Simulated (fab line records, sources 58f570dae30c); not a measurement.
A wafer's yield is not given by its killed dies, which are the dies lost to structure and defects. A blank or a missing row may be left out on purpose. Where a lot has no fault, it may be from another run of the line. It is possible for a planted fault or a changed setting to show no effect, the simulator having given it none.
Struck lot and sound lot, side by side -- flow berkeley cmos170 -- 15 steps out of a route of 331
Sound: the wafers L527.2, L527.4, L527.6. Struck: wafer L538.2 (left out: L538.4, L538.6 of the same lot, which were not struck); the cause appears at the end.
Per side, at each step with rows, come the tool, then ch with its chambers, and then its first start. Under that, the readings that differ: sound wafers -- struck wafers -- difference of the means -- sigmas: that difference in standard deviations of wafers without a fault.
alike: readings with means less than 2 such deviations apart, plus words and numbers identical on both sides. not compared: withheld readings, readings lacking a value on some wafer, bounds such as >300 that could conceal the same value, and numbers that have no deviation in the record and whose values overlap.
A row with sigmas, a row that says differs or no value, or rows on one side alone: a step with any of these is where the two part. Non-overlapping numbers with no deviation appear without sigmas and do not part them. Lack of a reading on every wafer of one side parts them only where that side has two or more wafers.

first, 1 step without rows for these wafers: UCB170_PWELL_OXIDATION_02 (target thk 26.4 nm, ox time 1260 s).
UCB170_PWELL_THK_MEAS_03:
  sound on film metro-03, day 3 11:02; struck on film metro-04, day 6 00:44
  alike: PWELL_OXIDE_THK
then, 2 steps without rows for these wafers: UCB170_PWELL_ANNEAL_04 (time 900 s); UCB170_PWELL_CVD_05 (deposits Si3N4 from SiH2Cl2/NH3, target thk 220 nm, time 3300 s).
UCB170_PWELL_THK_MEAS_06:
  sound on film metro-01, day 3 17:16; struck on film metro-03, day 6 10:20
  alike: PWELL_NITRIDE_THK
then, 6 steps without rows for these wafers: UCB170_PWELL_HMDS_07 (prime time 60 s); UCB170_PWELL_COAT_08 (resist thk 900 nm); UCB170_PWELL_SOFTBAKE_09 (time 60 s); UCB170_PWELL_EXPOSE_10 (exposes mask PWELL, target cd 3000 nm); UCB170_PWELL_PEB_11; UCB170_PWELL_DEVELOP_12 (develop time 45 s).
UCB170_PWELL_OVL_MEAS_13:
  sound on overlay-01, day 3 18:24; struck on overlay-01, day 6 12:01
  alike: PWELL_OVL
UCB170_PWELL_ETCH_14: etches Si3N4 in CH3F/Ar/O2, stops on SiO2, target depth 242 nm, time 151 s.
  sound on rie diel-01 ch 0,1,3, day 3 18:26; struck on rie diel-04 ch 3, day 6 12:02
reading,sound,struck,difference,sigmas
over etch frac,0.1 0.1 0.1,0.10756,+0.00756,
  alike: chamber pressure mTorr, drypump motor current A, oes product au, throttle valve pct
  not compared: rf hours counter h
following that, these wafers have no rows for 1 step: UCB170_PWELL_IMPLANT_15.
UCB170_M3_PROBE_99:
  rows exist in the record for the sound wafers here (prober-01, day 8 18:16), none for the struck ones

== WHERE THEY PART ==
Only at UCB170_M3_PROBE_99, as far as this record shows.

WHY: what the simulator had put in
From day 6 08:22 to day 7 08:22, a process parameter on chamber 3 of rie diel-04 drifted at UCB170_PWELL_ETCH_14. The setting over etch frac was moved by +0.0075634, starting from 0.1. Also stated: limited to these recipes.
